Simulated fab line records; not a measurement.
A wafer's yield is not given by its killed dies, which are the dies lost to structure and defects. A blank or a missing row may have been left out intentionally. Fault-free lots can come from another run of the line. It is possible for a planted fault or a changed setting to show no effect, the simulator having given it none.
Split-lot trial / flow rit cmos / 23 wafers read across 5 lots, on a route 202 steps long

ABOUT THE SPLIT
At RIT_M1_EXPOSE_06 (exposes mask M12, target cd 2600 nm), the setting dose mj was moved away from the recipe's 250 on 8 of the 23 wafers read, by -7.2% to +7.2%. All remaining wafers had this setting at the recipe value.

FROM THE SPLIT TO THE READING: what the file shows between them, 6 steps
- RIT_M1_PEB_07
- RIT_M1_DEVELOP_08: develop time 68 s
- RIT_M1_CD_MEAS_09: target cd 2600 nm
- RIT_M1_METAL_ETCH_12: etches Al in Cl2/BCl3, stops on SiO2, time 165 s, target depth 600 nm (also split here: time s)
- RIT_M1_STRIP_13: strips in nmp, time 600 s
- RIT_M1_STRIP_14: strips in O2, time 180 s

THE READING
At RIT_M1_CD_MEAS_90: cd nm in nanometres, against a target cd of 2600 nm. A value of 2599.7 nm with a standard deviation of 2.7 nm is what fault-free wafers of this fab line usually give.

wafer=L076.1; tool, chamber at the split=iline stepper-01, 0; dose mj as run=238.3; against the recipe=-4.7%; cd nm, nm=2615.8; against lot-mates on the recipe=+13.3
wafer=L076.3; tool, chamber at the split=iline stepper-01, 0; dose mj as run=250; against the recipe=recipe; cd nm, nm=2600.0; against lot-mates on the recipe=-
wafer=L076.4; tool, chamber at the split=iline stepper-01, 0; dose mj as run=238.3; against the recipe=-4.7%; cd nm, nm=2614.3; against lot-mates on the recipe=+11.8
wafer=L076.5; tool, chamber at the split=iline stepper-01, 0; dose mj as run=250; against the recipe=recipe; cd nm, nm=2603.0; against lot-mates on the recipe=-
wafer=L076.6; tool, chamber at the split=iline stepper-01, 0; dose mj as run=250; against the recipe=recipe; cd nm, nm=2604.6; against lot-mates on the recipe=-
wafer=L077.1; tool, chamber at the split=iline stepper-02, 0; dose mj as run=234.3; against the recipe=-6.3%; cd nm, nm=2620.3; against lot-mates on the recipe=+18.1
wafer=L077.3; tool, chamber at the split=iline stepper-02, 0; dose mj as run=234.3; against the recipe=-6.3%; cd nm, nm=2614.7; against lot-mates on the recipe=+12.5
wafer=L077.4; tool, chamber at the split=iline stepper-02, 0; dose mj as run=250; against the recipe=recipe; cd nm, nm=2601.3; against lot-mates on the recipe=-
wafer=L077.5; tool, chamber at the split=iline stepper-02, 0; dose mj as run=250; against the recipe=recipe; cd nm, nm=2604.3; against lot-mates on the recipe=-
wafer=L077.6; tool, chamber at the split=iline stepper-02, 0; dose mj as run=250; against the recipe=recipe; cd nm, nm=2600.9; against lot-mates on the recipe=-
wafer=L082.1; tool, chamber at the split=iline stepper-01, 0; dose mj as run=250; against the recipe=recipe; cd nm, nm=2598.0; against lot-mates on the recipe=-
wafer=L082.3; tool, chamber at the split=iline stepper-01, 0; dose mj as run=231.9; against the recipe=-7.2%; cd nm, nm=2617.8; against lot-mates on the recipe=+20.7
wafer=L082.4; tool, chamber at the split=iline stepper-01, 0; dose mj as run=231.9; against the recipe=-7.2%; cd nm, nm=2616.3; against lot-mates on the recipe=+19.2
wafer=L082.5; tool, chamber at the split=iline stepper-01, 0; dose mj as run=250; against the recipe=recipe; cd nm, nm=2598.0; against lot-mates on the recipe=-
wafer=L082.6; tool, chamber at the split=iline stepper-01, 0; dose mj as run=250; against the recipe=recipe; cd nm, nm=2595.4; against lot-mates on the recipe=-
wafer=L083.1; tool, chamber at the split=iline stepper-02, 0; dose mj as run=267.9; against the recipe=+7.2%; cd nm, nm=2579.3; against lot-mates on the recipe=-17.6
wafer=L083.2; tool, chamber at the split=iline stepper-02, 0; dose mj as run=250; against the recipe=recipe; cd nm, nm=2595.8; against lot-mates on the recipe=-
wafer=L083.4; tool, chamber at the split=iline stepper-02, 0; dose mj as run=267.9; against the recipe=+7.2%; cd nm, nm=2579.6; against lot-mates on the recipe=-17.3
wafer=L083.5; tool, chamber at the split=iline stepper-02, 0; dose mj as run=250; against the recipe=recipe; cd nm, nm=2596.2; against lot-mates on the recipe=-
wafer=L083.6; tool, chamber at the split=iline stepper-02, 0; dose mj as run=250; against the recipe=recipe; cd nm, nm=2598.6; against lot-mates on the recipe=-
wafer=L085.1; tool, chamber at the split=iline stepper-02, 0; dose mj as run=250; against the recipe=recipe; cd nm, nm=2596.5; against lot-mates on the recipe=-
wafer=L085.2; tool, chamber at the split=iline stepper-02, 0; dose mj as run=250; against the recipe=recipe; cd nm, nm=2600.8; against lot-mates on the recipe=-
wafer=L085.3; tool, chamber at the split=iline stepper-02, 0; dose mj as run=250; against the recipe=recipe; cd nm, nm=2597.0; against lot-mates on the recipe=-

THE FIT
A straight line over all 23 wafers: cd nm changes by -2.77 nm for each +1% of dose mj; r = -0.96; the points scatter about the line by 2.9 nm.
The same after taking each lot's own level away (the mean of its wafers on the recipe; 23 wafers): -2.56 nm for each +1%; r = -0.98; scatter 1.7 nm.
Per that fit: largest dose mj move, reading shift of 19 nm.
From 2596.87 to 2602.53 nm: that is the span of the lots' own levels, equal to 2.1 times the standard deviation above.
Hence the lot-to-lot level has little effect on the slope; both slopes agree.
Check: with one of the wafers moved furthest among these (-7.2%) left out of the fit, the line predicts +18.3 nm for it against its lot-mates. Against them it came out at +20.7 nm.

FURTHER SPLITS ON THESE WAFERS
These wafers also went through other splits before the reading. Each is held against what the fit with the lots' levels taken away leaves over:
other split on the same wafers=RIT_M1_SPUTTER_00 time s; wafers away from the commonest value=6; r with cd nm (lot level and that fit taken away)=-0.27
other split on the same wafers=RIT_M1_METAL_ETCH_12 time s; wafers away from the commonest value=10; r with cd nm (lot level and that fit taken away)=-0.38

THE WHOLE CHAIN: every reading that the file lists as answering this split, in the file's order
step=RIT_M1_CD_MEAS_09; what it does=target cd 2600 nm; reading=cd nm; change (the file's fit)=-2.67 nm for each +1% of the setting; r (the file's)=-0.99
step=RIT_M1_METAL_ETCH_12; what it does=etches Al in Cl2/BCl3, stops on SiO2, time 165 s, target depth 600 nm; reading=M1.cd nm (the simulator's own value, which no gauge read); change (the file's fit)=-2.57 nm for each +1% of the setting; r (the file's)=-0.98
step=RIT_M1_CD_MEAS_90; what it does=target cd 2600 nm; reading=cd nm; change (the file's fit)=-2.57 nm for each +1% of the setting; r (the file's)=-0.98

THE FILE'S OWN FIT
cd nm changes by -2.57 nm for each +1% of dose mj, r = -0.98.
